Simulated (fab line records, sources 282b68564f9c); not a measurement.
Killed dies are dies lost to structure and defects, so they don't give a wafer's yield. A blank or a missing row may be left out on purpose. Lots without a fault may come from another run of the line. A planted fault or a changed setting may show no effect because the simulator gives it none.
Which tool did it? | flow rit_cmos | 13 lots, 39 wafers sampled, at 5 steps of a route of 202

WHAT THE GAUGES READ, wafer by wafer
RIT_ACTIVE_CD_MEAS_11: target cd 1400 nm.
lot  | measured    | on        | cd_nm (nm)
L729 | day 1 14:35 | cd_sem-01 | 1397.8 1396.2 1396.3
L730 | day 1 20:58 | cd_sem-01 | 1398.8 1402.2 1400.7
L733 | day 2 11:28 | cd_sem-01 | 1400.3 1398.1 1399.2
L739 | day 3 17:23 | cd_sem-01 | 1398.0 1398.4 1399.6
L741 | day 4 03:26 | cd_sem-01 | 1398.6 1397.1 1398.4
L744 | day 4 17:54 | cd_sem-01 | 1396.0 1397.6 1397.5
L745 | day 4 22:44 | cd_sem-01 | 1396.7 1398.9 1397.9
L746 | day 5 04:16 | cd_sem-01 | 1402.9 1401.1 1401.3
L747 | day 5 08:45 | cd_sem-02 | 1402.8 1399.8 1400.8
L748 | day 5 15:29 | cd_sem-01 | 1400.9 1403.4 1403.1
L749 | day 5 18:52 | cd_sem-01 | 1396.7 1397.0 1399.4
L750 | day 6 00:19 | cd_sem-01 | 1402.5 1402.8 1401.7
L752 | day 6 10:29 | cd_sem-02 | 1402.9 1403.4 1403.7

RIT_NWELL_OVL_MEAS_06.
lot  | measured    | on         | NWELL_OVL (nm)
L729 | day 1 22:35 | overlay-01 | 4.3 2.4 1.5
L730 | day 2 03:21 | overlay-02 | 0.8 1.6 0.0
L733 | day 2 17:55 | overlay-01 | - - -
L739 | day 4 00:46 | overlay-01 | 0.6 -0.8 -1.1
L741 | day 4 11:57 | overlay-02 | -0.7 1.3 -2.0
L744 | day 5 01:46 | overlay-02 | 1.5 1.5 1.8
L745 | day 5 04:57 | overlay-02 | 0.5 -0.6 2.4
L746 | day 5 12:23 | overlay-02 | -0.1 -0.3 -1.1
L747 | day 5 17:52 | overlay-01 | 2.2 3.8 1.1
L748 | day 5 22:23 | overlay-02 | -3.0 -0.4 -2.1
L749 | day 6 01:20 | overlay-01 | 2.3 2.7 3.4
L750 | day 6 07:46 | overlay-02 | -2.0 -0.8 -0.5
L752 | day 6 17:31 | overlay-02 | 0.5 -0.9 0.3

RIT_NWELL_TW_MEAS_10.
lot  | measured    | on            | NWELL_TW
L729 | day 1 23:12 | film_metro-03 | 2147 2156 2138
L730 | day 2 03:58 | film_metro-03 | 2153 2148 2141
L733 | day 2 18:32 | film_metro-02 | 30 30 30 30 30 30
L739 | day 4 01:23 | film_metro-03 | 2138 2157 2144
L741 | day 4 12:34 | film_metro-04 | 2160 2149 2155
L744 | day 5 02:23 | film_metro-04 | 2178 2186 2185
L745 | day 5 05:34 | film_metro-03 | 2137 2142 2144
L746 | day 5 13:00 | film_metro-04 | 2159 2174 2163
L747 | day 5 18:28 | film_metro-02 | 2114 2136 2125
L748 | day 5 22:59 | film_metro-02 | 2134 2133 2126
L749 | day 6 01:57 | film_metro-03 | 2152 2165 2159
L750 | day 6 08:23 | film_metro-02 | 2161 2158 2144
L752 | day 6 18:20 | film_metro-04 | 2153 2154 2150

RIT_FOX2_THK_MEAS_91.
lot  | measured    | on            | FIELD_OXIDE_LEFT_2_THK (nm)
L729 | day 2 09:47 | film_metro-03 | 263 262 266
L730 | day 2 16:08 | film_metro-04 | 254 254 251
L739 | day 4 13:43 | film_metro-01 | 263 263 261
L741 | day 5 00:58 | film_metro-04 | 253 254 253
L744 | day 5 13:09 | film_metro-01 | 270 268 268
L745 | day 5 17:59 | film_metro-01 | 258 261 258
L746 | day 5 23:39 | film_metro-04 | 253 254 252
L747 | day 6 07:17 | film_metro-03 | 250 250 253
L748 | day 6 11:20 | film_metro-04 | 253 249 251
L749 | day 6 13:01 | film_metro-04 | 255 251 257
L750 | day 6 19:25 | film_metro-04 | 255 265 254
L752 | day 7 05:34 | film_metro-01 | 258 261 260

WHICH TOOL RAN EACH LOT (tool, then ch and the chambers of the sampled wafers, then the start)
lot  | RIT_NWELL_EXPOSE_03
L729 | iline_stepper-02 ch 0, day 1 22:10
L730 | iline_stepper-02 ch 0, day 2 02:57
L733 | iline_stepper-02 ch 0, day 2 17:31
L739 | iline_stepper-02 ch 0, day 4 00:22
L741 | iline_stepper-01 ch 0, day 4 11:32
L744 | iline_stepper-02 ch 0, day 5 01:22
L745 | iline_stepper-02 ch 0, day 5 04:30
L746 | iline_stepper-01 ch 0, day 5 11:59
L747 | iline_stepper-02 ch 0, day 5 17:26
L748 | iline_stepper-01 ch 0, day 5 21:57
L749 | iline_stepper-02 ch 0, day 6 00:56
L750 | iline_stepper-02 ch 0, day 6 07:20
L752 | iline_stepper-01 ch 0, day 6 17:05
- RIT_NWELL_EXPOSE_03: exposes mask M2, target cd 43900 nm.

WHAT THE TOOLS THEMSELVES READ (means of the sampled wafers that have a number; where no wafer has one, the mark that the record gives instead)
The record holds no such reading with a usual standard deviation.

THE ANSWER, worked out from the rows above alone
Rule: what is usual is taken from the lots themselves. Put in order of their means at a reading, lots are off if they are a third of the lots or fewer, leave a main group of 4 or more, and stand apart from it by a gap of 3 or more times the standard deviation of the main group's means; of several such gaps the widest counts. A main group whose means are all the same, to the digits that the tables above print for the reading, isn't used. A lot without any number at a reading at which 4 lots or more have one is off too. The other lots that the step has rows for count as sound. The gauges are gone through in route order, then the tools' own readings, and for those a lot's mean is taken as printed above. The first step at which some lot is off is used, and at that step the reading that is off furthest; a lot without a number counts as furthest.
Off: L733, at RIT_NWELL_OVL_MEAS_06 (NWELL_OVL). Without a number there: L733. The main group: mean 0.6 nm, standard deviation 1.5.
A tool fits if, at a process step before that reading, it ran every lot that is off, and no sound lot after the first of them. The gauges at RIT_NWELL_OVL_MEAS_06 aren't tried: what is off there is off at RIT_NWELL_TW_MEAS_10 too, on other tools, and a gauge's error can't cause that. None of those tried fits.

WHAT THE SIMULATOR HAD PUT IN
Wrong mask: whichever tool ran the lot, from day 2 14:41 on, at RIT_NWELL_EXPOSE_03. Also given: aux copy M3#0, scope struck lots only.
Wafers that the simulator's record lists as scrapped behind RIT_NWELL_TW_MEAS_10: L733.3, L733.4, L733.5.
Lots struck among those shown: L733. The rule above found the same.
